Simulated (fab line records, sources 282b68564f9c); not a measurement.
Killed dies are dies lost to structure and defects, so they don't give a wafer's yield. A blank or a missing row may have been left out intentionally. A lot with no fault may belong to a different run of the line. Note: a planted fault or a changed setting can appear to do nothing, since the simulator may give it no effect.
fab line records	flow ritCmos
record lots=15	wafers=45	lastDay=7
route steps=202 shown CONTACT@180 M1@184
lots that met no fault: taken from a fault-free run of the same line
startH: hours from the record's first day to the start of the lot's first wafer shown	waitH: time in hours since the lot's previous step	" as in the row above	L1.1+2: several wafers, shown together as one row	- value missing, or start not given	* or withheld: withheld	< > ~ a bound
route shown NAME@n: NAME is a module with steps in the file, n the number in the route of the first one	usual: mean/standard deviation taken from wafers without a fault	same: alike in all rows	chamber/n: place in a boat	sites: the reading at each site	_std_site: the values' standard deviation	_edge_site: the outer-site mean with the inner-site mean subtracted	radiusMm: for every site, how far away it sits from the centre of the wafer	mask NAME#n: copy n	behind: tool/chamber where the wafer was last shaped	hold: the reason the lot was held/the length of the hold in hours/how it ended	device: the n, p or np transistor that did not switch	end of line: the same wafers' tests at the end of the route	a step without rows: its recipe alone	killed: dies that structure and defects cost at the first sort, which is not the same as the wafer's yield	map: a wafer's dies, marking killed ones x, the rest . and places with no die _
set.NAME: the setting as run; set.NAME@STEP: as run at that earlier step	model.NAME: the simulator's own value behind a step, which no gauge read
steps of the route over a sample of lots; a table a step, a row a wafer
services: when a tool's chamber went out of use (startH, in hours from the record's first day, below 0 if earlier), for how many hours, and the reason
## steps
# step RIT_CONTACT_STRIP_12
# recipe chemistry=O2	timeS=180	resist=NOVOLAK	platenTempC=withheld	powerW=500	pressureMtorr=4000	o2FlowSccm=4000
# usual chamberPressureMTorr=4000/3.7	drypumpMotorCurrentA=5.5/0.33
lot.wafer	tool	chamber	startH	waitH	chamberPressureMTorr	drypumpMotorCurrentA	rfHoursCounterH
L173.2	plasmaAsher-01	0	59.40	0.1	4002	5.9	45
L173.3	"	0	"	"	3997	5.9	-
L173.6	"	0	"	"	3999	5.9	-
L174.1	plasmaAsher-01	0	64.20	0.1	3998	5.9	45
L174.2	"	1	"	"	4004	4.9	45
L174.3	"	1	"	"	4003	4.9	-
L175.2	plasmaAsher-03	1	71.57	0.1	3997	5.6	32
L175.5	"	0	"	"	4002	5.7	-
L175.6	"	1	"	"	4003	5.6	-
L177.3	plasmaAsher-01	1	76.89	0.2	3997	4.9	-
L177.5	"	0	"	"	3996	5.9	-
L177.6	"	1	"	"	4001	4.9	-
L178.2	plasmaAsher-04	0	85.82	0.1	3999	5.6	26
L178.3	"	0	"	"	4003	5.6	-
L178.5	"	1	"	"	4002	5.4	-
L179.1	plasmaAsher-01	1	92.32	0.1	4003	4.9	49
L179.2	"	0	"	"	3999	5.9	49
L179.5	"	1	"	"	4009	4.9	-
L180.1	plasmaAsher-03	1	97.46	0.1	4000	5.6	35
L180.4	"	1	"	"	4004	5.6	-
L180.5	"	0	"	"	3999	5.7	-
L182.1	plasmaAsher-03	0	104.73	0.1	4006	5.7	36
L182.3	"	0	"	"	4002	5.7	-
L182.5	"	0	"	"	4004	5.7	-
L183.1	plasmaAsher-01	1	117.45	0.1	4004	4.9	52
L183.5	"	0	"	"	3997	5.9	-
L183.6	"	1	"	"	4003	4.9	-
L184.1	plasmaAsher-01	0	120.45	0.1	4001	5.9	52
L184.3	"	1	"	"	3997	4.9	-
L184.4	"	0	"	"	3998	5.9	-
L186.4	plasmaAsher-04	0	125.96	0.2	4002	5.6	-
L186.5	"	0	"	"	4000	5.6	-
L186.6	"	1	"	"	4003	5.4	-
L192.1	plasmaAsher-04	0	154.23	0.1	-	-	-
L192.2	"	1	"	"	-	-	-
L192.6	"	1	"	"	-	-	-
L193.1	plasmaAsher-01	1	157.78	0.1	-	-	-
L193.3	"	1	"	"	-	-	-
L193.5	"	1	"	"	-	-	-
L194.1	plasmaAsher-03	0	162.74	0.1	-	-	-
L194.4	"	0	"	"	-	-	-
L194.5	"	0	"	"	-	-	-
L195.1	plasmaAsher-03	0	167.09	0.1	3999	5.7	44
L195.2	"	1	"	"	4001	5.6	44
L195.6	"	0	"	"	3996	5.7	-
# step RIT_M1_SPUTTER_00
# recipe material=Al	targetThkNm=400	powerW=2000	chamberPressurePa=0.4	gas=Ar	timeS=475.9	substrateTempC=25
# usual chamberPressurePa=0.4000/0.00073	throttleValvePct=30.0/0.89
lot.wafer	tool	chamber	startH	waitH	chamberPressurePa	throttleValvePct
L173.2	pvdSputter-03	-	60.05	0.0	0.4007	29.9
L173.3	"	-	"	"	0.3992	28.7
L173.6	"	-	"	"	0.4000	29.0
L174.1	pvdSputter-04	-	64.85	0.0	0.3991	29.7
L174.2	"	-	"	"	0.3992	31.1
L174.3	"	-	"	"	0.3989	31.9
L175.2	pvdSputter-03	-	72.21	0.0	0.4007	29.2
L175.5	"	-	"	"	0.4006	29.0
L175.6	"	-	"	"	0.4006	28.9
L177.3	pvdSputter-03	-	77.64	0.0	0.4001	29.0
L177.5	"	-	"	"	0.3989	29.2
L177.6	"	-	"	"	0.3994	28.6
L178.2	pvdSputter-04	-	86.49	0.0	0.4003	30.1
L178.3	"	-	"	"	0.3998	30.4
L178.5	"	-	"	"	0.4008	30.2
L179.1	pvdSputter-03	-	92.98	0.0	0.3996	28.7
L179.2	"	-	"	"	0.4004	29.3
L179.5	"	-	"	"	0.3989	29.7
L180.1	pvdSputter-01	-	98.11	0.0	0.3999	31.3
L180.4	"	-	"	"	0.3994	30.3
L180.5	"	-	"	"	0.4007	29.4
L182.1	pvdSputter-04	-	105.39	0.0	0.3999	31.6
L182.3	"	-	"	"	0.4005	29.9
L182.5	"	-	"	"	0.4004	30.0
L183.1	pvdSputter-03	-	118.11	0.0	0.4003	29.2
L183.5	"	-	"	"	0.3989	29.5
L183.6	"	-	"	"	0.3995	30.1
L184.1	pvdSputter-01	-	121.10	0.0	0.3984	29.6
L184.3	"	-	"	"	0.3997	31.3
L184.4	"	-	"	"	0.4000	29.5
L186.4	pvdSputter-04	-	126.54	0.0	0.3996	30.0
L186.5	"	-	"	"	0.4003	31.1
L186.6	"	-	"	"	0.3990	30.0
L195.1	pvdSputter-01	-	167.73	0.0	0.3991	30.1
L195.2	"	-	"	"	0.4004	31.1
L195.6	"	-	"	"	0.4005	29.8
# step RIT_M1_OVL_MEAS_10
# usual M1_OVL=0.8/1.3
lot.wafer	tool	chamber	startH	waitH	M1_OVL[nm]
L173.2	overlay-02	-	61.65	0.1	-0.8
L173.3	"	-	"	"	-0.8
L173.6	"	-	"	"	0.8
L174.1	overlay-01	-	66.46	0.1	-0.6
L174.2	"	-	"	"	-0.1
L174.3	"	-	"	"	0.4
L175.2	overlay-02	-	73.69	0.1	2.9
L175.5	"	-	"	"	0.8
L175.6	"	-	"	"	2.1
L177.3	overlay-01	-	79.25	0.1	2.5
L177.5	"	-	"	"	1.8
L177.6	"	-	"	"	1.6
L178.2	overlay-01	-	88.00	0.1	1.9
L178.3	"	-	"	"	3.1
L178.5	"	-	"	"	2.4
L179.1	overlay-01	-	94.74	0.1	-0.3
L179.2	"	-	"	"	-0.3
L179.5	"	-	"	"	1.0
L180.1	overlay-02	-	99.71	0.1	-0.1
L180.4	"	-	"	"	-0.3
L180.5	"	-	"	"	2.4
L182.1	overlay-01	-	107.02	0.1	-0.8
L182.3	"	-	"	"	0.6
L182.5	"	-	"	"	0.2
L183.1	overlay-02	-	119.71	0.1	-0.4
L183.5	"	-	"	"	-0.5
L183.6	"	-	"	"	-0.6
L184.1	overlay-01	-	122.80	0.1	-1.6
L184.3	"	-	"	"	3.1
L184.4	"	-	"	"	1.0
L186.4	overlay-02	-	128.04	0.1	-0.1
L186.5	"	-	"	"	2.0
L186.6	"	-	"	"	1.4
L195.1	overlay-01	-	169.33	0.1	0.2
L195.2	"	-	"	"	2.1
L195.6	"	-	"	"	1.5
# step RIT_M1_STRIP_14
# recipe chemistry=O2	timeS=184.8	platenTempC=withheld	powerW=500	pressureMtorr=4000	o2FlowSccm=4000
# usual chamberPressureMTorr=4000/3.8	drypumpMotorCurrentA=5.7/0.46
lot.wafer	tool	chamber	startH	waitH	chamberPressureMTorr	drypumpMotorCurrentA	rfHoursCounterH
L173.2	plasmaAsher-02	0	62.30	0.0	4000	6.6	46
L173.3	"	1	"	"	4000	5.8	-
L173.6	"	0	"	"	4001	6.6	-
L174.1	plasmaAsher-02	1	67.12	0.0	4003	5.8	47
L174.2	"	0	"	"	3996	6.6	47
L174.3	"	0	"	"	4003	6.6	-
L175.2	plasmaAsher-02	1	74.31	0.0	4006	5.8	48
L175.5	"	0	"	"	3993	6.6	-
L175.6	"	1	"	"	4001	5.8	-
L177.3	plasmaAsher-01	1	80.09	0.1	4002	4.9	-
L177.5	"	1	"	"	3998	4.9	-
L177.6	"	0	"	"	4002	5.9	-
L178.2	plasmaAsher-01	0	88.62	0.0	3998	5.9	48
L178.3	"	1	"	"	3998	4.9	-
L178.5	"	0	"	"	4006	5.9	-
L179.1	plasmaAsher-01	0	95.48	0.0	3999	5.9	49
L179.2	"	1	"	"	4001	4.9	49
L179.5	"	1	"	"	4001	4.9	-
L180.1	plasmaAsher-03	0	100.33	0.0	3995	5.7	36
L180.4	"	1	"	"	4001	5.6	-
L180.5	"	0	"	"	3998	5.7	-
L182.1	plasmaAsher-03	1	107.66	0.0	3998	5.6	36
L182.3	"	1	"	"	3998	5.6	-
L182.5	"	0	"	"	4003	5.7	-
L183.1	plasmaAsher-01	1	120.66	0.0	3998	4.9	52
L183.5	"	0	"	"	3997	5.9	-
L183.6	"	1	"	"	4002	4.9	-
L184.1	plasmaAsher-03	0	123.43	0.0	4003	5.7	39
L184.3	"	1	"	"	3998	5.5	-
L184.4	"	0	"	"	3979	5.7	-
L186.4	plasmaAsher-02	1	128.70	0.1	3999	5.8	-
L186.5	"	1	"	"	4001	5.8	-
L186.6	"	0	"	"	3998	6.6	-
L195.1	plasmaAsher-01	1	169.97	0.0	3997	4.9	57
L195.2	"	0	"	"	3992	5.8	57
L195.6	"	0	"	"	4001	5.9	-
## services
tool	chamber	startH	hours	kind
pvdSputter-03	-	36.06	3.5	repair
plasmaAsher-04	-	53.58	5.2	repair
plasmaAsher-03	-	56.99	10.5	repair
plasmaAsher-04	-	67.21	15.6	pm
plasmaAsher-04	-	96.40	2.3	repair
plasmaAsher-02	-	108.75	9.0	pm
plasmaAsher-02	0	108.75	9.0	ventCycle
plasmaAsher-02	1	108.75	9.0	ventCycle
pvdSputter-04	-	108.99	6.9	repair
plasmaAsher-02	0	117.75	-	clean
plasmaAsher-02	1	117.75	-	clean
plasmaAsher-01	-	129.00	5.6	repair
plasmaAsher-01	-	154.90	2.6	repair
pvdSputter-01	-	159.48	7.6	repair
pvdSputter-04	-	165.70	0.6	repair
pvdSputter-03	-	166.26	3.5	repair
## key
firstSign step=RIT_CONTACT_STRIP_12	reading=toolRecord	direction=missing
effect none on later readings
metAt RIT_CONTACT_STRIP_12
struckLots L192,L193,L194
laterRowsLeftOut L192.1,L192.2,L192.6,L193.1,L193.3,L193.5,L194.1,L194.4,L194.5
sortLeftOut L192.1,L192.2,L192.6,L193.1,L193.3,L193.5,L194.1,L194.4,L194.5
testerLeftOut L192,L193,L194
notActingAt RIT_M1_SPUTTER_00,RIT_M1_OVL_MEAS_10,RIT_M1_STRIP_14
onsetBetween 125.96 154.23
fault kind=skippedStepWhole	tool=plasmaAsher-01,plasmaAsher-03,plasmaAsher-04	chamber=-	onsetH=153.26	steps=RIT_CONTACT_STRIP_12	scope=struckLotsOnly
# testerLeftOut: of these lots the tester's yield and bins aren't shown, on N5 and GAA mostly nor the transistor test; their killed dies are dies lost to structure and defects alone, not to doping, threshold or leakage, so they don't give the yield
# sortLeftOut: the simulated sort isn't trusted on such a fault, so these wafers' sort isn't shown, and their yield isn't known
# laterRowsLeftOut: the simulator's readings of these wafers behind a module that went badly wrong aren't trusted and aren't shown, but for the sort
